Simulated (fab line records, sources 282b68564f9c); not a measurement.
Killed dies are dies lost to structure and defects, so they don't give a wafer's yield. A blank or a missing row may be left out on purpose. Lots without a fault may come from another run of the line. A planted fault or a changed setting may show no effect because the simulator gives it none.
Problem report in the 8D (eight disciplines) form, filled by code | flow rit_cmos | the parts of the form that need people (team, actions taken, sign-off) are left out

1. THE PROBLEM
PLDD_RS at RIT_SDANNEAL_RS_MEAS_06 reads a mean of 182.7 ohm/sq on 6 wafers of 2 lots; wafers without a fault read 178.5 ohm/sq with a standard deviation of 0.53. That is +7.9 standard deviations from the usual mean.
The step: measures by four-point-probe.
First seen on wafer L844.3, day 7 01:10, on film_metro-01. The record holds 42 wafers of 14 lots with a number at this step. Rule for "out", or "out of limits": more than 4 standard deviations from the usual mean. The other wafers with a number count as sound.

2. WHAT IT IS AND WHAT IT IS NOT
question                    | is                     | is not
which readings at this step | PLDD_RS                | -
which lots                  | L844, L847             | L827, L830, L831, L832, L834, L835, L836, L839, L840, L841, L848, L849
which wafers of those lots  | all that have a number | -
read on which gauges        | film_metro-01          | film_metro-02, film_metro-04
when                        | from day 7 01:10       | up to then (30 sound wafers); but 6 sound wafers of L848, L849 came after

3. SUSPECTS, AND WHAT RULES EACH OUT
Counting: a tool at a process step up to the reading stays a suspect if it ran every lot that is out and no sound lot after the first of them.
- the gauge at RIT_SDANNEAL_RS_MEAS_06: kept. All the wafers that are out were read on film_metro-01, and no step on other tools shows them out.
- implanter-03 at RIT_PLDD_IMPLANT_08: kept. It ran every lot that is out, first L844 (day 6 17:45), and no sound lot after that; its last sound lot up to then is L840 (day 5 21:55).
Left after counting: implanter-03 at RIT_PLDD_IMPLANT_08, film_metro-01 at RIT_SDANNEAL_RS_MEAS_06.

4. THE CAUSE (what the simulator had put in)
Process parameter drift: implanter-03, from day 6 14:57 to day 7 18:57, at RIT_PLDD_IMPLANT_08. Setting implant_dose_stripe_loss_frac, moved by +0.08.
Counting left 2 suspects, and this tool is among them.

5. THE CHAIN OF EFFECTS, in route order
Each row: a reading whose mean over the struck wafers that have a number lies more than 3 standard deviations from the usual. Only readings for which the record gives a usual standard deviation are gone through. hours: the time from each lot's start at the first step in this table that gives one to its start at this step, as a median over the lots. sigmas: the change in usual standard deviations.
hours | step                    | reading | usual        | on struck wafers | change | sigmas
0     | RIT_SDANNEAL_RS_MEAS_06 | PLDD_RS | 178.5 ohm/sq | 182.7            | +4.2   | +7.9

6. WHAT WOULD HAVE CAUGHT IT SOONER
In this record the first reading out of limits at a measuring or inspecting step was taken at day 7 01:10, 10 hours after the fault began at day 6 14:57.
Of the tool readings at RIT_PLDD_IMPLANT_08 for which the record gives a usual standard deviation, none was out on any struck wafer, so an alarm limit of 4 standard deviations on them would not have fired.
Of the lots that are out (2), L847 began RIT_PLDD_IMPLANT_08 on implanter-03 after day 7 01:10. A hold on the tool at that time would have spared it.
